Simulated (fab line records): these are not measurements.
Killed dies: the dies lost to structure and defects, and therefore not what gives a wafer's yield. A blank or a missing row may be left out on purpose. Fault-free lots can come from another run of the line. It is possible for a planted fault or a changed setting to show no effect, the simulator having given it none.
The same fault as seen by 2 desks | flow rit-cmos | each desk holds nothing but its own numbers, with what lay behind them at the end

FOR THE TOOL OWNER'S DESK: litho-track-01
At RIT_PRETRO_SOFTBAKE_02 (time 60 s), the tool's own readings, given per lot that ran on this tool as the mean of the sampled wafers with a number. A lot is out of limits, marked OUT, if its mean lies more than 4 standard deviations from the usual mean; the brackets give that distance.
Columns: A = heater-power-total-W at RIT_PRETRO_SOFTBAKE_02, usual 34.56 W; B = run-length-s at RIT_PRETRO_SOFTBAKE_02, usual 89.01 s
lot  | first seen here | A                | B
L459 | day 3 06:46     | 34.60            | 89.13
L460 | day 3 13:01     | 34.61            | 89.04
L470 | day 5 10:51     | 35.03 (+9.2) OUT | 85.86 (-14) OUT
L472 | day 5 20:20     | 35.08 (+10) OUT  | 85.85 (-14) OUT
This desk's finding: out of limits on L470, L472; first on L470, day 5 10:51 (heater-power-total-W at RIT_PRETRO_SOFTBAKE_02). L459, L460: within limits.

THE METROLOGY DESK
Lot by lot, what the gauges showed, no matter which tool ran the lot: averages of those sampled wafers that carry a number. A lot is out of limits, marked OUT, if its mean lies more than 4 standard deviations from the usual mean; the brackets give that distance.
Columns: A = GATE_OXIDE_THK at RIT_GATE_THK_MEAS_07, usual 3.05 nm
lot  | first seen here | A
L455 | day 2 15:51     | 3.07
L456 | day 2 18:18     | 3.06
L457 | day 3 04:46     | 3.01
L458 | day 3 05:24     | 3.02
L459 | day 3 10:43     | 3.06
L460 | day 3 16:44     | 3.04
L461 | day 3 16:44     | 3.02
L463 | day 4 01:41     | 3.02
L470 | day 5 13:52     | 3.08
L472 | day 6 00:07     | 3.11
L473 | day 6 04:16     | 3.11
L474 | day 6 09:45     | 3.09
L476 | day 6 20:23     | 3.01
L477 | day 7 04:49     | 3.09
This desk's finding: nothing out of limits on any of the 14 lots.

PUT TOGETHER
An alarm could have come from the tool owner's desk at day 5 10:51, on L470, L472.
At the metrology desk, nothing out of limits was observed.
The metrology desk has L470, L472 on record, within its limits.
The lots listed all ran RIT_PRETRO_SOFTBAKE_02 on litho-track-01.

WHAT WAS PUT IN BY THE SIMULATOR
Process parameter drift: litho-track-01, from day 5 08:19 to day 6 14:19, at RIT_PRETRO_SOFTBAKE_02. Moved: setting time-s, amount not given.
Struck lots among those shown: L470, L472.
Hours from the fault's start to each desk's first reading out of limits: the tool owner's desk, 3.
